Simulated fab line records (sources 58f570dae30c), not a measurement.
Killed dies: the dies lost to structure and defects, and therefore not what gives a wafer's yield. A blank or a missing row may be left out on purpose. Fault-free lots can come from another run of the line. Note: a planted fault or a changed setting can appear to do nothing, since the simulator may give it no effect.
Chamber matching | flow berkeley_cmos170 | UCB170_V1_ETCH_14 on rie_diel-03: 3 sister chambers
The step etches SiO2 in CHF3/CF4/Ar, stops on Al, target depth 1250 nm, time 291 s. 3 wafers are shown with their chamber, then 4 later ones without.

== EACH WAFER AND ITS CHAMBER ==
wafer  | chamber | drypump_motor_current_A (A)
L700.3 | 0       | 5.4
L702.1 | 2       | 5.7
L702.2 | 3       | 6.3

== WAFERS MISSING THEIR CHAMBER ==
wafer  | drypump_motor_current_A (A)
L702.3 | 5.4
L707.3 | 5.7
L707.6 | 5.6
L713.1 | 5.4

== CHAMBER TAKEN BY EACH ==
wafer  | from the rows above     | in truth
L702.3 | 0                       | 0
L707.3 | 2                       | 2
L707.6 | can't be placed: 2 or 0 | 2
L713.1 | 0                       | 0
Placed correctly: 3 of 4. These rows do not allow placing 1 (true chamber among the candidates in 1). Placed wrongly: 0.
How it was worked out, from the rows above alone: a wafer's distance from a chamber is the root of the sum, over the readings, of the square of ((its reading less the chamber's mean) divided by the reading's scatter). If the next closest chamber is less than 2 further off than the closest, the wafer can't be placed; otherwise it belongs to the closest. Each chamber's mean is taken over the wafers shown for it. The scatter: with one shown wafer a chamber, the root of the mean of the squares of how far each hidden wafer lies from its nearest shown one.
